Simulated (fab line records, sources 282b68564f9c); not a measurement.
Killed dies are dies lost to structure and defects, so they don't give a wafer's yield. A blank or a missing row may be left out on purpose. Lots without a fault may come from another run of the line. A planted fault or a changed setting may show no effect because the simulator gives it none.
One fault seen from 2 desks | flow rit_cmos | each desk has only its own numbers; what lay behind them comes last

THE METROLOGY DESK
What the gauges read, lot by lot, whatever tool the lot ran on: means of the sampled wafers that have a number. A lot is out of limits, marked OUT, if its mean lies more than 4 standard deviations from the usual mean; the brackets give that distance. Of its 14 readings 7 are shown: those that lie furthest out on some lot.
Columns: A = PSD_RS at RIT_SDANNEAL_RS_MEAS_04, usual 116.00 ohm/sq; B = NLDD_RS at RIT_SDANNEAL_RS_MEAS_07, usual 151.7 ohm/sq; C = SILICIDE_TI_RS at RIT_SILICIDE_RS_MEAS_02, usual 48.2 ohm/sq; D = cd_nm at RIT_CONTACT_CD_MEAS_08, usual 999.7 nm; E = CONTACT_OVL at RIT_CONTACT_OVL_MEAS_09, usual -1.0 nm; F = M1_AL_THK at RIT_M1_THK_MEAS_02, usual 400 nm; G = M1_OVL at RIT_M1_OVL_MEAS_10, usual 0.0 nm
lot  | first seen here | A      | B     | C    | D      | E    | F   | G
L410 | day 3 12:35     | 115.67 | 150.6 | 48.9 | 1002.9 | -0.6 | 405 | -2.1
L411 | day 3 13:04     | 116.33 | 151.7 | 48.2 | 1001.0 | 1.3  | 395 | -0.2
L420 | day 5 09:49     | 116.44 | 152.3 | 47.7 | 997.8  | 0.9  | 399 | -1.3
L421 | day 5 10:14     | 116.18 | 151.3 | 48.1 | 999.1  | -0.3 | 406 | -1.1
L428 | day 7 14:59     | 115.85 | 152.6 | 48.8 | 1000.4 | -2.1 | 401 | -0.5
L432 | day 8 13:30     | 116.41 | 152.3 | 47.7 | 1001.2 | -1.7 | 399 | -0.4
This desk's finding: nothing out of limits on any of the 6 lots.

THE TOOL OWNER'S DESK: rtp_anneal-01
The tool's own readings at RIT_SILICIDE_RTA_04 (time 10 s, ramp up 5 s, ramp down 5 s): means of the sampled wafers that have a number, for each lot that ran on this tool. A lot is out of limits, marked OUT, if its mean lies more than 4 standard deviations from the usual mean; the brackets give that distance.
Columns: A = wafer_temp_C_max at RIT_SILICIDE_RTA_04, usual 652.7
lot  | first seen here | A
L410 | day 3 13:24     | 651.3
L411 | day 3 13:53     | 651.4
L420 | day 5 10:38     | 651.7
L421 | day 5 11:04     | 651.5
This desk's finding: nothing out of limits on any of the 4 lots.

PUT TOGETHER
The metrology desk saw nothing out of limits.
The tool owner's desk saw nothing out of limits.

WHAT THE SIMULATOR HAD PUT IN
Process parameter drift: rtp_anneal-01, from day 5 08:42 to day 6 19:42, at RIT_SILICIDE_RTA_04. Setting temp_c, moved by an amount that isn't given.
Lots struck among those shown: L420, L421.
